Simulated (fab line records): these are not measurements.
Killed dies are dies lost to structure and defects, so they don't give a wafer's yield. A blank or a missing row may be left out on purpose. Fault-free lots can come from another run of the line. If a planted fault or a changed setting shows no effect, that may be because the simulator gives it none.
Split-lot trial | flow berkeley-cmos170 | on a route of 331 steps: 5 lots, 23 wafers read

## ON THE SPLIT
At UCB170_PSD_IMPLANT_08, the setting dose-cm2 was moved away from the recipe's 3e+15 on 12 of the 23 wafers read, by -5.8% to +6.6%. For the rest of the wafers, this setting stayed at what the recipe calls for.

## FROM THE SPLIT TO THE READING: what the file shows between them, 8 steps
- UCB170_PSD_STRIP_09: strips in O2
- UCB170_PSD_TW_MEAS_10
- UCB170_NSD_IMPLANT_08 (also split here: dose-cm2)
- UCB170_NSD_STRIP_09: strips in O2
- UCB170_BACKSIDE_STRIP_03: strips in O2 (also split here: power-w)
- UCB170_BACKSIDE_CLEAN_04: cleans in SPM, time 600 s
- UCB170_SDANNEAL_RTA_00: time 10 s
- UCB170_SDANNEAL_RTA_01: time 5 s

## THE READING
PSD_RS (ohm/sq), read at UCB170_SDANNEAL_RS_MEAS_02 with a four-point probe. On this fab line, fault-free wafers typically give 75.5 ohm/sq with a standard deviation of 0.38 ohm/sq.

wafer  | tool, chamber at the split | dose-cm2 as run | against the recipe | PSD_RS, ohm/sq | against lot-mates on the recipe
L075.1 | implanter-02, 0            | 3e+15           | recipe             | 74.8           | -
L075.2 | implanter-02, 0            | 3e+15           | recipe             | 74.9           | -
L075.4 | implanter-02, 0            | 2.851e+15       | -5.0%              | 77.5           | +2.7
L075.5 | implanter-02, 0            | 2.851e+15       | -5.0%              | 77.4           | +2.6
L075.6 | implanter-02, 0            | 2.851e+15       | -5.0%              | 77.9           | +3.1
L080.1 | implanter-04, 0            | 3.198e+15       | +6.6%              | 72.3           | -3.3
L080.2 | implanter-04, 0            | 3.198e+15       | +6.6%              | 71.8           | -3.8
L080.4 | implanter-04, 0            | 3e+15           | recipe             | 75.5           | -
L080.5 | implanter-04, 0            | 3e+15           | recipe             | 75.7           | -
L080.6 | implanter-04, 0            | 3.198e+15       | +6.6%              | 71.8           | -3.8
L081.1 | implanter-02, 0            | 3.185e+15       | +6.2%              | 72.0           | -3.4
L081.2 | implanter-02, 0            | 3e+15           | recipe             | 75.6           | -
L081.3 | implanter-02, 0            | 3.185e+15       | +6.2%              | 72.2           | -3.2
L081.4 | implanter-02, 0            | 3.185e+15       | +6.2%              | 72.0           | -3.4
L081.5 | implanter-02, 0            | 3e+15           | recipe             | 75.3           | -
L083.3 | implanter-02, 0            | 3e+15           | recipe             | 75.9           | -
L083.4 | implanter-02, 0            | 3e+15           | recipe             | 75.7           | -
L083.5 | implanter-02, 0            | 3e+15           | recipe             | 76.0           | -
L085.1 | implanter-01, 0            | 2.826e+15       | -5.8%              | 78.6           | +3.0
L085.3 | implanter-01, 0            | 2.826e+15       | -5.8%              | 79.3           | +3.7
L085.4 | implanter-01, 0            | 2.826e+15       | -5.8%              | 79.3           | +3.7
L085.5 | implanter-01, 0            | 3e+15           | recipe             | 75.6           | -
L085.6 | implanter-01, 0            | 3e+15           | recipe             | 75.6           | -

FIT RESULTS
A straight line over all 23 wafers: PSD_RS changes by -0.54 ohm/sq for each +1% of dose-cm2; r = -0.99; the points scatter about the line by 0.42 ohm/sq.
The same after taking each lot's own level away (the mean of its wafers on the recipe; 23 wafers): -0.563 ohm/sq for each +1%; r = -1.00; scatter 0.21 ohm/sq.
According to that fit, moving dose-cm2 by its largest amount changes the reading by 3.7 ohm/sq.
From 74.85 to 75.87 ohm/sq: that is the span of the lots' own levels, equal to 2.7 times the standard deviation above.
The two slopes agree, so the slope changes little with the lot-to-lot level.
Check: with one of the wafers moved furthest among these (+6.6%) left out of the fit, the line predicts -3.73 ohm/sq for it against its lot-mates. Against them it came out at -3.3 ohm/sq.

## OTHER SPLITS ON THESE WAFERS
Note: prior to the reading, these wafers also went through further splits. Each is held against what the fit with the lots' levels taken away leaves over:
other split on the same wafers   | wafers away from the commonest value | r with PSD_RS (lot level and that fit taken away)
UCB170_NSD_IMPLANT_08 dose-cm2   | 11                                   | +0.15
UCB170_BACKSIDE_STRIP_03 power-w | 5                                    | +0.40

## THE WHOLE CHAIN: every reading that the file lists as answering this split, in the file's order
step                       | what it does                 | reading                  | change (the file's fit)              | r (the file's)
UCB170_PSD_STRIP_09        | strips in O2                 | strip-time-to-endpoint-s | withheld for each +1% of the setting | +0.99
UCB170_PSD_TW_MEAS_10      |                              | PSD_TW                   | +6.55 for each +1% of the setting    | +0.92
UCB170_SDANNEAL_RS_MEAS_02 | measures by four-point-probe | PSD_RS                   | -0.563 for each +1% of the setting   | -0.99

## THE FILE'S OWN FIT
PSD_RS changes by -0.563 ohm/sq for each +1% of dose-cm2, r = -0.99.
